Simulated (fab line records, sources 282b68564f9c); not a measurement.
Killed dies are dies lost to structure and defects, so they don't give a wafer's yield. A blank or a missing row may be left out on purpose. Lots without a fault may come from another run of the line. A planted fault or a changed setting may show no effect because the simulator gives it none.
Split-lot experiment | flow rit_cmos | 5 lots, 27 wafers read, on a route of 202 steps

THE SPLIT
At RIT_SILICIDE_SPUTTER_01 (material Ti, target thk 30 nm, time 240 s), the setting time_s was moved away from the recipe's 240 s on 6 of the 27 wafers read, by -43.4% to -37.3%. The other wafers ran this setting at the recipe's value.

FROM THE SPLIT TO THE READING: what the file shows between them, 1 step
- RIT_SILICIDE_RS_MEAS_02: measures by four-point-probe

THE READING
SILICIDE_TI_THK, in nm, at RIT_SILICIDE_THK_MEAS_03 (measures by xrf). Fault-free wafers of this fab line usually give 29.5 nm, standard deviation 0.45 nm.

wafer  | tool, chamber at the split | time_s as run, s | against the recipe | SILICIDE_TI_THK, nm | against lot-mates on the recipe
L077.2 | pvd_sputter-01, -          | 240              | recipe             | 29.7                | -
L077.3 | pvd_sputter-01, -          | 240              | recipe             | 29.1                | -
L077.6 | pvd_sputter-01, -          | 240              | recipe             | 29.6                | -
L078.1 | pvd_sputter-02, -          | 240              | recipe             | 30.2                | -
L078.2 | pvd_sputter-02, -          | 240              | recipe             | 29.8                | -
L078.3 | pvd_sputter-02, -          | 240              | recipe             | 29.4                | -
L078.4 | pvd_sputter-02, -          | 240              | recipe             | 29.3                | -
L078.5 | pvd_sputter-02, -          | 240              | recipe             | 30.1                | -
L078.6 | pvd_sputter-02, -          | 240              | recipe             | 29.6                | -
L080.1 | pvd_sputter-01, -          | 150.5            | -37.3%             | 18.7                | -10.9
L080.2 | pvd_sputter-01, -          | 150.5            | -37.3%             | 18.6                | -11.0
L080.3 | pvd_sputter-01, -          | 240              | recipe             | 29.1                | -
L080.4 | pvd_sputter-01, -          | 240              | recipe             | 29.6                | -
L080.5 | pvd_sputter-01, -          | 240              | recipe             | 30.0                | -
L080.6 | pvd_sputter-01, -          | 150.5            | -37.3%             | 18.4                | -11.2
L081.1 | pvd_sputter-02, -          | 240              | recipe             | 29.2                | -
L081.2 | pvd_sputter-02, -          | 240              | recipe             | 28.8                | -
L081.3 | pvd_sputter-02, -          | 240              | recipe             | 29.9                | -
L081.4 | pvd_sputter-02, -          | 135.9            | -43.4%             | 16.7                | -12.6
L081.5 | pvd_sputter-02, -          | 135.9            | -43.4%             | 17.0                | -12.3
L081.6 | pvd_sputter-02, -          | 135.9            | -43.4%             | 16.6                | -12.7
L084.1 | pvd_sputter-04, -          | 240              | recipe             | 29.3                | -
L084.2 | pvd_sputter-04, -          | 240              | recipe             | 30.0                | -
L084.3 | pvd_sputter-04, -          | 240              | recipe             | 29.8                | -
L084.4 | pvd_sputter-04, -          | 240              | recipe             | 28.9                | -
L084.5 | pvd_sputter-04, -          | 240              | recipe             | 29.4                | -
L084.6 | pvd_sputter-04, -          | 240              | recipe             | 28.7                | -

THE FIT
A straight line over all 27 wafers: SILICIDE_TI_THK changes by +0.293 nm for each +1% of time_s; r = +1.00; the points scatter about the line by 0.39 nm.
The same after taking each lot's own level away (the mean of its wafers on the recipe; 27 wafers): +0.291 nm for each +1%; r = +1.00; scatter 0.37 nm.
On that fit, the largest move of time_s shifts the reading by 13 nm.
The lots' own levels span 29.30 to 29.73 nm, that is 1.0 times the standard deviation above.
So the lot-to-lot level changes the slope little: the two slopes agree.
Check: with one of the wafers moved furthest among these (-43.4%) left out of the fit, the line predicts -12.7 nm for it against its lot-mates. It came out at -12.6 nm against them.

OTHER SPLITS ON THESE WAFERS
These wafers also went through other splits before the reading. Each is held against what the fit with the lots' levels taken away leaves over:
other split on the same wafers       | wafers away from the commonest value | r with SILICIDE_TI_THK (lot level and that fit taken away)
RIT_ACTIVE_DEVELOP_10 develop_time_s | 12                                   | +0.30
RIT_FOX2_OXIDATION_00 ox_time_s      | 12                                   | +0.07
RIT_NRETRO_DEVELOP_05 develop_time_s | 9                                    | -0.01
RIT_SPACER_ETCHBACK_05 time_s        | 9                                    | +0.05

THE WHOLE CHAIN: every reading that the file lists as answering this split, in the file's order
step                     | what it does                              | reading                                                                           | change (the file's fit)               | r (the file's)
RIT_SILICIDE_SPUTTER_01  | material Ti, target thk 30 nm, time 240 s | Ti_of_SILICIDE_SPUTTER_01.thk_nm (the simulator's own value, which no gauge read) | +0.294 nm for each +1% of the setting | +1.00
RIT_SILICIDE_RS_MEAS_02  | measures by four-point-probe              | SILICIDE_TI_RS                                                                    | -1.12 for each +1% of the setting     | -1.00
RIT_SILICIDE_THK_MEAS_03 | measures by xrf                           | SILICIDE_TI_THK                                                                   | +0.292 for each +1% of the setting    | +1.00
RIT_M1_PROBE_99          |                                           | etest.npoly_line.line_ohm_um (the simulator's own value, which no gauge read)     | -1.69 for each +1% of the setting     | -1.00
RIT_M1_PROBE_99          |                                           | etest.ppoly_line.line_ohm_um (the simulator's own value, which no gauge read)     | -1.5 for each +1% of the setting      | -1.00

THE FILE'S OWN FIT
SILICIDE_TI_THK changes by +0.292 nm for each +1% of time_s, r = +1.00.
